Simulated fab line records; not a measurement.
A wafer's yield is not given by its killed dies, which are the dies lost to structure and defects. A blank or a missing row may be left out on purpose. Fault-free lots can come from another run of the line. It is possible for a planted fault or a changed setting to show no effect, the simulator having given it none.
Tool commonality check	flow ritCmos	Lots sampled 14, wafers sampled 42

## REASON IT WAS OPENED
2 of 14 lots carry a flag on the reading NWELL_TW at RIT_NWELL_TW_MEAS_10. No-fault wafers: 2143, standard deviation 12.
Rule: a lot is flagged when every wafer of it that has a number lies more than 4 standard deviations from that mean, or none has a number. All remaining lots are regarded as sound.

lot	measured	on	NWELL_TW, wafer by wafer	flag
L192	day 1 21:58	filmMetro-04	2147 2146 2146	
L194	day 2 08:40	filmMetro-04	2138 2152 2158	
L195	day 2 11:49	filmMetro-04	2156 2148 2139	
L196	day 2 17:31	filmMetro-03	2138 2150 2135	
L198	day 3 02:49	filmMetro-04	2163 2160 2154	
L201	day 3 17:55	filmMetro-03	2149 2163 2145	
L202	day 3 22:55	filmMetro-01	2132 2128 2117	
L204	day 4 10:18	filmMetro-01	1990 1986 1985	FLAGGED
L205	day 4 15:17	filmMetro-01	2148 2151 2141	
L206	day 4 18:49	filmMetro-03	2152 2146 2134	
L209	day 5 12:15	filmMetro-01	1970 1984 1977	FLAGGED
L211	day 5 20:21	filmMetro-01	2122 2134 2129	
L213	day 6 06:00	filmMetro-03	2140 2141 2145	
L215	day 6 17:09	filmMetro-04	2142 2130 2142	
Average over the flagged lots: 1982; offset from the usual -161, equal to -13 standard deviations.

## LOT BY LOT: THE TOOL USED
The record keeps 1 process step preceding the reading, out of 202 steps on the route. Read each cell as the tool, then ch plus the chambers that the sampled wafers visited, then the start.
lot	flag	RIT_NWELL_IMPLANT_08
L192		implanter-02 ch 0, day 1 21:40
L194		implanter-04 ch 0, day 2 08:21
L195		implanter-03 ch 0, day 2 11:29
L196		implanter-03 ch 0, day 2 17:11
L198		implanter-04 ch 0, day 3 02:31
L201		implanter-02 ch 0, day 3 17:36
L202		implanter-02 ch 0, day 3 22:36
L204	FLAGGED	implanter-02 ch 0, day 4 09:59
L205		implanter-04 ch 0, day 4 14:58
L206		implanter-03 ch 0, day 4 18:31
L209	FLAGGED	implanter-02 ch 0, day 5 11:56
L211		implanter-04 ch 0, day 5 20:04
L213		implanter-03 ch 0, day 6 05:40
L215		implanter-03 ch 0, day 6 16:50
What the steps here do:
- RIT_NWELL_IMPLANT_08
- RIT_NWELL_TW_MEAS_10

## FLAGGED OVER TOTAL, TOOL BY TOOL (the gauges that took the reading come last)
step	tool	lots run	flagged	share of the flagged lots	sound lots run after its first flagged lot
RIT_NWELL_IMPLANT_08	implanter-02	5	2	all	0
RIT_NWELL_IMPLANT_08	implanter-03	5	0	none	-
RIT_NWELL_IMPLANT_08	implanter-04	4	0	none	-
RIT_NWELL_TW_MEAS_10	filmMetro-01	5	2	all	2 (L205,L211)
RIT_NWELL_TW_MEAS_10	filmMetro-03	4	0	none	-
RIT_NWELL_TW_MEAS_10	filmMetro-04	5	0	none	-

## WHAT IS ALLOWED BY THE TABLE
Rows of the table that ran all the flagged lots, 2 in number: implanter-02 at RIT_NWELL_IMPLANT_08; filmMetro-01 at RIT_NWELL_TW_MEAS_10.
- implanter-02 at RIT_NWELL_IMPLANT_08: 2 of its 5 lots flagged. Last sound lot L202 at day 3 22:36, first flagged lot L204 at day 4 09:59; a fault beginning in between fits. Its own readings lie more than 4 standard deviations out on every wafer of the flagged lots: beamEnergyKeV.
- filmMetro-01 at RIT_NWELL_TW_MEAS_10: 2 of its 5 lots flagged. Sound lots ran on it after the first flagged one (L205, L211), which a lasting fault on the whole tool wouldn't allow.
One tool is left: implanter-02 at RIT_NWELL_IMPLANT_08.

## WHAT HAD BEEN PUT IN BY THE SIMULATOR
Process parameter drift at RIT_NWELL_IMPLANT_08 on implanter-02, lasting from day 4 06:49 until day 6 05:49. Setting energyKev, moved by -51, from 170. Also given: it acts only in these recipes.
Struck lots among those shown: L204, L209. The rule above found the same.
